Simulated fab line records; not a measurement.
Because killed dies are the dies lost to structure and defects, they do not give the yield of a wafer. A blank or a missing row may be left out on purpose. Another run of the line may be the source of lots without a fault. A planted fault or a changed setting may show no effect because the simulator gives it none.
fab line records + flow rit_cmos
record:
- lots: 15
- wafers: 45
- last_day: 7
route steps=202 shown ACTIVE@4 M1@202
lots with no fault: from the same line, run without faults
start_h: start of the lot's first displayed wafer, in hours after the record's first day + wait_h: hours from the lot's prior step to this one + " same as the row above + L1.1+2: a row that stands for several wafers + - either no value or no given start + * or withheld: withheld + < > ~ a bound
route shown NAME@n: a module of which the file shows steps, and the number in the route of the first + usual: the fault-free wafers' mean and standard deviation + same: alike in all rows + chamber/n: place in a boat + sites: readings site by site + _std_site: their standard deviation + _edge_site: outer sites' mean less inner sites' + radius_mm: for every site, how far away it sits from the centre of the wafer + mask NAME#n: copy n + behind: tool/chamber where the wafer was last shaped + hold: why the lot went on hold/how many hours it stayed there/how the hold came to an end + device: the n, p or np transistor that did not switch + end of line: the same wafers' tests at the end of the route + a step with no rows: only its recipe + killed: dies that structure and defects cost at the first sort, which is not the same as the wafer's yield + map: a wafer's dies, x killed, . not, _ none there
set.NAME: the setting as run; set.NAME@STEP: as run at that earlier step + model.NAME: the simulator's own value behind a step, which no gauge read
steps of the route over a sample of lots; a table a step, a row a wafer
services: a tool's chamber out of use, with start hour (start_h, from the record's first day; less than 0 if before it), hours out, and reason
== steps ==
step: RIT_ACTIVE_CVD_03
recipe:
- material: Si3N4
- target_thk_nm: 150
- temp_c: 810
- precursor: SiH2Cl2/NH3
- time_s: 1500
- pressure_mtorr: 300
- sih2cl2_flow_sccm: 60
- nh3_flow_sccm: 150
| lot.wafer  | tool     | chamber | start_h | wait_h |
|------------|----------|---------|---------|--------|
| L530.2+3+6 | lpcvd-02 | 1       | 12.18   | 0.0    |
| L531.3+5+6 | lpcvd-02 | 1       | 17.34   | 0.0    |
| L532.2+3+5 | lpcvd-01 | 0       | 22.16   | 0.1    |
| L533.2+3+5 | lpcvd-01 | 1       | 27.11   | 0.0    |
| L534.1+2+5 | lpcvd-01 | 1       | 32.50   | 0.1    |
| L535.1+5+6 | lpcvd-02 | 0       | 37.11   | 0.1    |
| L537.4+5+6 | lpcvd-02 | 0       | 47.11   | 0.0    |
| L538.2+5+6 | lpcvd-01 | 1       | 52.11   | 0.0    |
| L539.1+2+4 | lpcvd-02 | 0       | 57.11   | 0.1    |
| L541.1+2+6 | lpcvd-01 | 0       | 67.11   | 0.1    |
| L543.2+3+5 | lpcvd-02 | 1       | 77.11   | 0.0    |
| L544.1+5+6 | lpcvd-01 | 0       | 82.11   | 0.1    |
| L547.1+2+4 | lpcvd-01 | 0       | 97.11   | 0.1    |
| L549.1+3+5 | lpcvd-01 | 0       | 107.11  | 0.1    |
| L551.1+4+5 | lpcvd-01 | 0       | 117.11  | 0.1    |
step: RIT_ACTIVE_THK_MEAS_04
recipe:
- reads: Si3N4_of_ACTIVE_CVD_03
usual:
- ACTIVE_NITRIDE_THK: 150.2/1.4
| lot.wafer | tool          | chamber | start_h | wait_h | ACTIVE_NITRIDE_THK[nm] |
|-----------|---------------|---------|---------|--------|------------------------|
| L530.2    | film_metro-02 | -       | 13.61   | 0.0    | 149.3                  |
| L530.3    | "             | -       | "       | "      | 149.5                  |
| L530.6    | "             | -       | "       | "      | 150.3                  |
| L531.3    | film_metro-03 | -       | 18.77   | 0.0    | 149.9                  |
| L531.5    | "             | -       | "       | "      | 152.4                  |
| L531.6    | "             | -       | "       | "      | 149.0                  |
| L532.2    | film_metro-02 | -       | 23.58   | 0.0    | 151.2                  |
| L532.3    | "             | -       | "       | "      | 150.3                  |
| L532.5    | "             | -       | "       | "      | 149.8                  |
| L533.2    | film_metro-03 | -       | 28.54   | 0.0    | 150.9                  |
| L533.3    | "             | -       | "       | "      | 148.8                  |
| L533.5    | "             | -       | "       | "      | 149.6                  |
| L534.1    | film_metro-03 | -       | 33.92   | 0.0    | 151.4                  |
| L534.2    | "             | -       | "       | "      | 152.9                  |
| L534.5    | "             | -       | "       | "      | 152.2                  |
| L535.1    | film_metro-02 | -       | 39.24   | 0.0    | 151.4                  |
| L535.5    | "             | -       | "       | "      | 151.1                  |
| L535.6    | "             | -       | "       | "      | 152.8                  |
| L537.4    | film_metro-03 | -       | 48.56   | 0.0    | 152.8                  |
| L537.5    | "             | -       | "       | "      | 151.0                  |
| L537.6    | "             | -       | "       | "      | 151.5                  |
| L538.2    | film_metro-03 | -       | 53.54   | 0.0    | 147.9                  |
| L538.5    | "             | -       | "       | "      | 148.9                  |
| L538.6    | "             | -       | "       | "      | 149.2                  |
| L539.1    | film_metro-03 | -       | 58.53   | 0.0    | 150.1                  |
| L539.2    | "             | -       | "       | "      | 150.5                  |
| L539.4    | "             | -       | "       | "      | 150.1                  |
| L541.1    | film_metro-03 | -       | 68.53   | 0.0    | 149.6                  |
| L541.2    | "             | -       | "       | "      | 150.1                  |
| L541.6    | "             | -       | "       | "      | 149.6                  |
| L543.2    | film_metro-04 | -       | 78.54   | 0.0    | 150.7                  |
| L543.3    | "             | -       | "       | "      | 148.8                  |
| L543.5    | "             | -       | "       | "      | 149.2                  |
| L544.1    | film_metro-02 | -       | 83.53   | 0.0    | 149.5                  |
| L544.5    | "             | -       | "       | "      | 150.5                  |
| L544.6    | "             | -       | "       | "      | 150.1                  |
| L547.1    | film_metro-03 | -       | 98.53   | 0.0    | 134.7                  |
| L547.2    | "             | -       | "       | "      | 135.1                  |
| L547.4    | "             | -       | "       | "      | 134.3                  |
| L549.1    | film_metro-03 | -       | 108.53  | 0.0    | 133.7                  |
| L549.3    | "             | -       | "       | "      | 133.1                  |
| L549.5    | "             | -       | "       | "      | 132.7                  |
| L551.1    | film_metro-03 | -       | 118.53  | 0.0    | 135.2                  |
| L551.4    | "             | -       | "       | "      | 136.3                  |
| L551.5    | "             | -       | "       | "      | 135.6                  |
step: RIT_ACTIVE_ETCH_13
recipe:
- stop_on: SiO2
- chemistry: SF6
- target: Si3N4
- time_s: 210
- over_etch_frac: 0.4
- SF6_flow_sccm: 200
- pressure_mtorr: 260
- rf_w: 125
- target_depth_a: 2100
usual:
- drypump_motor_current_A: 5.9/0.36
- oes_product_au: 0.823/0.015
- throttle_valve_pct: 7.44/0.094
same:
- time_s: 210
| lot.wafer | tool        | chamber | start_h | wait_h | drypump_motor_current_A | oes_product_au | rf_hours_counter_h | throttle_valve_pct |
|-----------|-------------|---------|---------|--------|-------------------------|----------------|--------------------|--------------------|
| L530.2    | rie_diel-03 | 1       | 14.78   | 0.1    | 5.5                     | 0.840          | 158                | 7.32               |
| L530.3    | "           | 0       | "       | "      | 5.7                     | 0.833          | 139                | 7.46               |
| L530.6    | "           | 3       | "       | "      | 5.7                     | 0.811          | -                  | 7.36               |
| L531.3    | rie_diel-04 | 0       | 20.06   | 0.1    | 5.9                     | 0.832          | 121                | 7.49               |
| L531.5    | "           | 2       | "       | "      | 5.7                     | 0.841          | -                  | 7.40               |
| L531.6    | "           | 1       | "       | "      | 6.2                     | 0.811          | -                  | 7.53               |
| L532.2    | rie_diel-04 | 2       | 24.75   | 0.1    | 5.7                     | 0.836          | 107                | 7.39               |
| L532.3    | "           | 3       | "       | "      | 5.8                     | 0.849          | 58                 | 7.43               |
| L532.5    | "           | 1       | "       | "      | 6.2                     | 0.814          | -                  | 7.53               |
| L533.2    | rie_diel-02 | 0       | 29.71   | 0.1    | 6.4                     | 0.830          | 137                | 7.45               |
| L533.3    | "           | 1       | "       | "      | 5.9                     | 0.821          | 52                 | 7.23               |
| L533.5    | "           | 1       | "       | "      | 5.9                     | 0.826          | -                  | 7.23               |
| L534.1    | rie_diel-02 | 3       | 35.23   | 0.1    | 5.5                     | 0.832          | 96                 | 7.59               |
| L534.2    | "           | 1       | "       | "      | 5.8                     | 0.826          | 52                 | 7.22               |
| L534.5    | "           | 0       | "       | "      | 6.4                     | 0.820          | -                  | 7.43               |
| L535.1    | rie_diel-04 | 2       | 40.42   | 0.1    | 5.6                     | 0.843          | 108                | 7.39               |
| L535.5    | "           | 2       | "       | "      | 5.6                     | 0.837          | -                  | 7.38               |
| L535.6    | "           | 1       | "       | "      | 6.1                     | 0.834          | -                  | 7.54               |
| L537.4    | rie_diel-02 | 1       | 49.88   | 0.1    | 5.9                     | 0.829          | -                  | 7.23               |
| L537.5    | "           | 0       | "       | "      | 6.4                     | 0.814          | -                  | 7.43               |
| L537.6    | "           | 3       | "       | "      | 5.4                     | 0.833          | -                  | 7.59               |
| L538.2    | rie_diel-04 | 2       | 54.83   | 0.1    | 5.7                     | 0.830          | 108                | 7.38               |
| L538.5    | "           | 1       | "       | "      | 6.2                     | 0.812          | -                  | 7.54               |
| L538.6    | "           | 0       | "       | "      | 5.9                     | 0.836          | -                  | 7.48               |
| L539.1    | rie_diel-03 | 2       | 59.71   | 0.1    | 6.7                     | 0.811          | 50                 | 7.49               |
| L539.2    | "           | 0       | "       | "      | 5.7                     | 0.830          | 140                | 7.48               |
| L539.4    | "           | 1       | "       | "      | 5.5                     | 0.839          | 159                | 7.33               |
| L541.1    | rie_diel-04 | 1       | 69.83   | 0.1    | 6.1                     | 0.816          | 116                | 7.54               |
| L541.2    | "           | 3       | "       | "      | 5.8                     | 0.847          | 59                 | 7.44               |
| L541.6    | "           | 1       | "       | "      | 6.1                     | 0.819          | -                  | 7.54               |
| L543.2    | rie_diel-02 | 1       | 79.71   | 0.1    | 5.8                     | 0.828          | 53                 | 7.23               |
| L543.3    | "           | 3       | "       | "      | 5.4                     | 0.823          | 97                 | 7.59               |
| L543.5    | "           | 0       | "       | "      | 6.4                     | 0.809          | -                  | 7.44               |
| L544.1    | rie_diel-02 | 3       | 84.83   | 0.1    | 5.5                     | 0.827          | 97                 | 7.58               |
| L544.5    | "           | 0       | "       | "      | 6.4                     | 0.820          | -                  | 7.44               |
| L544.6    | "           | 1       | "       | "      | 5.8                     | 0.827          | -                  | 7.23               |
| L547.1    | rie_diel-03 | 0       | 100.10  | 0.1    | 5.7                     | 0.779          | 141                | 7.48               |
| L547.2    | "           | 3       | "       | "      | 5.7                     | 0.764          | 122                | 7.36               |
| L547.4    | "           | 0       | "       | "      | 5.7                     | 0.785          | -                  | 7.47               |
| L549.1    | rie_diel-02 | 2       | 109.83  | 0.1    | 5.5                     | 0.750          | 148                | 7.46               |
| L549.3    | "           | 0       | "       | "      | 6.4                     | 0.763          | 139                | 7.43               |
| L549.5    | "           | 3       | "       | "      | 5.5                     | 0.778          | -                  | 7.60               |
| L551.1    | rie_diel-04 | 2       | 119.83  | 0.1    | 5.7                     | 0.790          | 109                | 7.40               |
| L551.4    | "           | 3       | "       | "      | 5.8                     | 0.808          | 60                 | 7.44               |
| L551.5    | "           | 3       | "       | "      | 5.8                     | 0.802          | -                  | 7.44               |
step: RIT_M1_PROBE_99
usual:
- killed_at_front_end: 7/3.1
- killed_dies: 7/3.1
- killed_open: 3.4/2.1
- killed_short: 3.5/2
same:
- gross_dies: 264
- killed_at_M0_to_M3: 0
- killed_at_M4_up: 0
- killed_at_back_side: 0
- killed_at_contacts: 0
- killed_at_other: 0
| lot.wafer | tool      | chamber | start_h | wait_h | killed_at_front_end | killed_dies | killed_open | killed_short |
|-----------|-----------|---------|---------|--------|---------------------|-------------|-------------|--------------|
| L530.2    | prober-02 | -       | 58.72   | 0.1    | 8                   | 8           | 6           | 2            |
| L530.3    | prober-02 | -       | 58.77   | 0.2    | 9                   | 9           | 6           | 3            |
| L530.6    | prober-02 | -       | 58.92   | 0.2    | 9                   | 9           | 4           | 5            |
| L531.3    | prober-01 | -       | 63.37   | 0.2    | 1                   | 1           | 0           | 1            |
| L531.5    | prober-01 | -       | 63.47   | 0.2    | 5                   | 5           | 1           | 4            |
| L531.6    | prober-01 | -       | 63.52   | 0.2    | 10                  | 10          | 7           | 3            |
| L532.2    | prober-02 | -       | 70.10   | 0.1    | 13                  | 13          | 4           | 9            |
| L532.3    | prober-02 | -       | 70.15   | 0.2    | 9                   | 9           | 5           | 4            |
| L532.5    | prober-02 | -       | 70.25   | 0.2    | 7                   | 7           | 4           | 3            |
| L533.2    | prober-01 | -       | 75.15   | 0.1    | 3                   | 3           | 3           | 0            |
| L533.3    | prober-01 | -       | 75.20   | 0.2    | 9                   | 9           | 7           | 2            |
| L533.5    | prober-01 | -       | 75.30   | 0.2    | 5                   | 5           | 3           | 2            |
| L534.1    | prober-02 | -       | 78.96   | 0.1    | 18                  | 18          | 5           | 13           |
| L534.2    | prober-02 | -       | 79.01   | 0.1    | 4                   | 4           | 2           | 2            |
| L534.5    | prober-02 | -       | 79.16   | 0.2    | 5                   | 5           | 1           | 4            |
| L535.1    | prober-01 | -       | 82.81   | 0.1    | 7                   | 7           | 4           | 3            |
| L535.5    | prober-01 | -       | 83.01   | 0.2    | 6                   | 6           | 1           | 5            |
| L535.6    | prober-01 | -       | 83.06   | 0.2    | 7                   | 7           | 3           | 4            |
| L537.4    | prober-01 | -       | 93.48   | 0.2    | 7                   | 7           | 5           | 2            |
| L537.5    | prober-01 | -       | 93.53   | 0.2    | 4                   | 4           | 2           | 2            |
| L537.6    | prober-01 | -       | 93.58   | 0.2    | 5                   | 5           | 3           | 2            |
| L538.2    | prober-02 | -       | 98.13   | 0.1    | 10                  | 10          | 5           | 5            |
| L538.5    | prober-02 | -       | 98.28   | 0.2    | 8                   | 8           | 5           | 3            |
| L538.6    | prober-02 | -       | 98.33   | 0.2    | 6                   | 6           | 2           | 4            |
| L539.1    | prober-01 | -       | 103.24  | 0.1    | 10                  | 10          | 2           | 8            |
| L539.2    | prober-01 | -       | 103.29  | 0.1    | 12                  | 12          | 7           | 5            |
| L539.4    | prober-01 | -       | 103.39  | 0.2    | 5                   | 5           | 1           | 4            |
| L541.1    | prober-01 | -       | 112.93  | 0.1    | 12                  | 12          | 4           | 8            |
| L541.2    | prober-01 | -       | 112.98  | 0.1    | 9                   | 9           | 6           | 3            |
| L541.6    | prober-01 | -       | 113.18  | 0.2    | 7                   | 7           | 2           | 5            |
| L543.2    | prober-02 | -       | 123.63  | 0.1    | 2                   | 2           | 2           | 0            |
| L543.3    | prober-02 | -       | 123.68  | 0.2    | 8                   | 8           | 3           | 5            |
| L543.5    | prober-02 | -       | 123.78  | 0.2    | 7                   | 7           | 3           | 4            |
| L544.1    | prober-01 | -       | 127.00  | 0.1    | 7                   | 7           | 2           | 5            |
| L544.5    | prober-01 | -       | 127.20  | 0.2    | 5                   | 5           | 4           | 1            |
| L544.6    | prober-01 | -       | 127.25  | 0.2    | 9                   | 9           | 7           | 2            |
| L547.1    | prober-02 | -       | 142.31  | 0.1    | 6                   | 6           | 2           | 4            |
| L547.2    | prober-02 | -       | 142.36  | 0.1    | 8                   | 8           | 6           | 2            |
| L547.4    | prober-02 | -       | 142.46  | 0.2    | 9                   | 9           | 5           | 4            |
| L549.1    | prober-02 | -       | 151.41  | 0.1    | 9                   | 9           | 3           | 6            |
| L549.3    | prober-02 | -       | 151.51  | 0.2    | 5                   | 5           | 2           | 3            |
| L549.5    | prober-02 | -       | 151.61  | 0.2    | 6                   | 6           | 2           | 4            |
| L551.1    | prober-02 | -       | 162.36  | 0.1    | 2                   | 2           | 0           | 2            |
| L551.4    | prober-02 | -       | 162.51  | 0.2    | 4                   | 4           | 3           | 1            |
| L551.5    | prober-02 | -       | 162.56  | 0.2    | 5                   | 5           | 3           | 2            |
killed by level:class
L530.2 GATE:geometric_particle:open=5 ACTIVE:geometric_particle:open=1 FOX1:geometric_particle:short=1 GATE:geometric_particle:short=1
L530.3 GATE:geometric_particle:short=2 SILICIDE:geometric_particle:open=2 FOX1:geometric_particle:open=1 FOX1:geometric_particle:short=1 GATE:geometric_particle:open=1 REOX:geometric_particle:open=1 SPACER:geometric_particle:open=1
L530.6 GATE:geometric_particle:open=3 GATE:geometric_particle:short=2 FOX2:geometric_particle:open=1 FOX2:geometric_particle:short=1 SPACER:geometric_particle:short=1 SILICIDE:geometric_particle:short=1
L531.3 GATE:geometric_particle:short=1
L531.5 FOX2:geometric_particle:short=2 FOX2:geometric_particle:open=1 REOX:geometric_particle:short=1 SPACER:geometric_particle:short=1
L531.6 GATE:geometric_particle:open=5 GATE:geometric_particle:short=2 SPACER:geometric_particle:open=2 SPACER:geometric_particle:short=1
L532.2 GATE:geometric_particle:short=5 FOX1:geometric_particle:short=4 FOX1:geometric_particle:open=1 GATE:geometric_particle:open=1 SPACER:geometric_particle:open=1 SILICIDE:geometric_particle:open=1
L532.3 SILICIDE:geometric_particle:open=2 FOX1:geometric_particle:open=1 FOX2:geometric_particle:short=1 GATE:geometric_particle:short=1 GATE:geometric_particle:open=1 SPACER:geometric_particle:open=1 SPACER:geometric_particle:short=1 SILICIDE:geometric_particle:short=1
L532.5 FOX1:geometric_particle:open=2 FOX1:geometric_particle:short=1 FOX2:geometric_particle:short=1 GATE:geometric_particle:open=1 GATE:geometric_particle:short=1 SILICIDE:geometric_particle:open=1
L533.2 GATE:geometric_particle:open=2 REOX:geometric_particle:open=1
L533.3 FOX1:geometric_particle:open=2 GATE:geometric_particle:open=2 REOX:geometric_particle:open=2 FOX1:geometric_particle:short=1 SPACER:geometric_particle:open=1 SPACER:geometric_particle:short=1
L533.5 SILICIDE:geometric_particle:open=2 GATE:geometric_particle:short=1 REOX:geometric_particle:open=1 STARTING-WAFER:geometric_particle:short=1
L534.1 SPACER:geometric_particle:short=7 GATE:geometric_particle:short=4 SPACER:geometric_particle:open=4 REOX:geometric_particle:short=2 REOX:geometric_particle:open=1
L534.2 REOX:geometric_particle:open=1 REOX:geometric_particle:short=1 SPACER:geometric_particle:open=1 SILICIDE:geometric_particle:short=1
L534.5 FOX1:geometric_particle:short=1 GATE:geometric_particle:short=1 REOX:geometric_particle:open=1 REOX:geometric_particle:short=1 SPACER:geometric_particle:short=1
L535.1 SILICIDE:geometric_particle:open=3 FOX1:geometric_particle:open=1 FOX2:geometric_particle:short=1 GATE:geometric_particle:short=1 SILICIDE:geometric_particle:short=1
L535.5 GATE:geometric_particle:short=3 FOX1:geometric_particle:short=2 GATE:geometric_particle:open=1
L535.6 SPACER:geometric_particle:short=3 SPACER:geometric_particle:open=2 GATE:geometric_particle:short=1 GATE:geometric_particle:open=1
L537.4 SPACER:geometric_particle:open=4 GATE:geometric_particle:short=1 REOX:geometric_particle:open=1 SPACER:geometric_particle:short=1
L537.5 FOX1:geometric_particle:short=1 GATE:geometric_particle:open=1 REOX:geometric_particle:short=1 SPACER:geometric_particle:open=1
L537.6 GATE:geometric_particle:open=2 FOX2:geometric_particle:open=1 GATE:geometric_particle:short=1 SPACER:geometric_particle:short=1
L538.2 GATE:geometric_particle:short=5 GATE:geometric_particle:open=3 FOX1:geometric_particle:open=1 SPACER:geometric_particle:open=1
L538.5 SPACER:geometric_particle:open=4 GATE:geometric_particle:short=1 GATE:geometric_particle:open=1 REOX:geometric_particle:short=1 SPACER:geometric_particle:short=1
L538.6 SPACER:geometric_particle:short=2 FOX1:geometric_particle:open=1 GATE:geometric_particle:short=1 GATE:geometric_particle:open=1 SILICIDE:geometric_particle:short=1
L539.1 GATE:geometric_particle:short=6 FOX1:geometric_particle:short=1 FOX1:geometric_particle:open=1 GATE:geometric_particle:open=1 SPACER:geometric_particle:short=1
L539.2 GATE:geometric_particle:open=4 SPACER:geometric_particle:short=3 FOX1:geometric_particle:short=1 FOX1:geometric_particle:open=1 GATE:geometric_particle:short=1 REOX:geometric_particle:open=1 SPACER:geometric_particle:open=1
L539.4 FOX2:geometric_particle:short=2 GATE:geometric_particle:short=2 SILICIDE:geometric_particle:open=1
L541.1 GATE:geometric_particle:short=3 FOX1:geometric_particle:open=2 GATE:geometric_particle:open=2 REOX:geometric_particle:short=2 SPACER:geometric_particle:short=2 SILICIDE:geometric_particle:short=1
L541.2 GATE:geometric_particle:open=2 FOX1:geometric_particle:open=1 FOX2:geometric_particle:short=1 FOX2:geometric_particle:open=1 REOX:geometric_particle:open=1 REOX:geometric_particle:short=1 SPACER:geometric_particle:open=1 SPACER:geometric_particle:short=1
L541.6 GATE:geometric_particle:short=2 REOX:geometric_particle:short=2 FOX1:geometric_particle:open=1 REOX:geometric_particle:open=1 SILICIDE:geometric_particle:short=1
L543.2 REOX:geometric_particle:open=1 SILICIDE:geometric_particle:open=1
L543.3 GATE:geometric_particle:open=2 GATE:geometric_particle:short=2 FOX2:geometric_particle:short=1 REOX:geometric_particle:open=1 REOX:geometric_particle:short=1 SPACER:geometric_particle:short=1
L543.5 GATE:geometric_particle:short=4 GATE:geometric_particle:open=3
L544.1 GATE:geometric_particle:short=4 FOX1:geometric_particle:short=1 GATE:geometric_particle:open=1 SILICIDE:geometric_particle:open=1
L544.5 GATE:geometric_particle:open=3 SPACER:geometric_particle:open=1 SPACER:geometric_particle:short=1
L544.6 GATE:geometric_particle:open=4 FOX1:geometric_particle:open=3 FOX2:geometric_particle:short=1 GATE:geometric_particle:short=1
L547.1 REOX:geometric_particle:short=2 FOX1:geometric_particle:open=1 FOX2:geometric_particle:short=1 GATE:geometric_particle:short=1 REOX:geometric_particle:open=1
L547.2 GATE:geometric_particle:open=4 SPACER:geometric_particle:open=2 FOX2:geometric_particle:short=1 GATE:geometric_particle:short=1
L547.4 SILICIDE:geometric_particle:open=3 GATE:geometric_particle:open=2 GATE:geometric_particle:short=2 FOX2:geometric_particle:short=1 SILICIDE:geometric_particle:short=1
L549.1 FOX2:geometric_particle:open=2 SILICIDE:geometric_particle:short=2 FOX1:geometric_particle:short=1 FOX2:geometric_particle:short=1 GATE:geometric_particle:short=1 REOX:geometric_particle:short=1 SPACER:geometric_particle:open=1
L549.3 FOX1:geometric_particle:open=1 FOX2:geometric_particle:open=1 GATE:geometric_particle:short=1 SPACER:geometric_particle:short=1 SILICIDE:geometric_particle:short=1
L549.5 FOX1:geometric_particle:open=1 FOX2:geometric_particle:short=1 FOX2:geometric_particle:open=1 GATE:geometric_particle:short=1 REOX:geometric_particle:short=1 SPACER:geometric_particle:short=1
L551.1 SPACER:geometric_particle:short=2
L551.4 GATE:geometric_particle:open=3 REOX:geometric_particle:short=1
L551.5 GATE:geometric_particle:short=2 GATE:geometric_particle:open=2 REOX:geometric_particle:open=1
== services ==
| tool        | chamber | start_h | hours | kind           |
|-------------|---------|---------|-------|----------------|
| rie_diel-02 | 3       | 7.21    | 1.9   | repair         |
| rie_diel-04 | -       | 28.55   | 2.8   | pm             |
| rie_diel-02 | 2       | 48.25   | 9.4   | repair         |
| rie_diel-02 | -       | 62.39   | 2.6   | repair         |
| rie_diel-04 | 2       | 81.07   | 4.4   | repair         |
| rie_diel-03 | 1       | 99.89   | -     | clean          |
| rie_diel-03 | 1       | 99.89   | 15.5  | scheduled_down |
| rie_diel-03 | 1       | 99.89   | 15.5  | vent_cycle     |
| rie_diel-04 | -       | 103.65  | 0.6   | repair         |
| rie_diel-03 | -       | 106.14  | 1.3   | repair         |
== key ==
first_sign:
- step: RIT_ACTIVE_THK_MEAS_04
- reading: ACTIVE_NITRIDE_THK
- direction: down
- sigmas: 12
- usual: 150.2
- struck: 134.5
effect:
- step: RIT_ACTIVE_ETCH_13
- reading: oes_product_au
- direction: down
- sigmas: 2.9
- usual: 0.823
- struck: 0.780
met_at RIT_ACTIVE_CVD_03
struck_lots L547,L549,L551
struck_wafers L547.1,L547.2,L547.4,L549.1,L549.3,L549.5,L551.1,L551.4,L551.5
tester_left_out L547,L549,L551
onset_between 82.11 97.11
also_fits time
fault:
- kind: process_parameter_drift
- tool: lpcvd-01
- chamber: 0
- onset_h: 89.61
- steps: RIT_ACTIVE_CVD_03
- channel: time_s
- offset: *
- shape: step
- end_h: 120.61
- acts_in: *
- stated: *
tester_left_out: of these lots the tester's yield and bins aren't shown, on N5 and GAA mostly nor the transistor test; their killed dies are dies lost to structure and defects alone, not to doping, threshold or leakage, so they don't give the yield
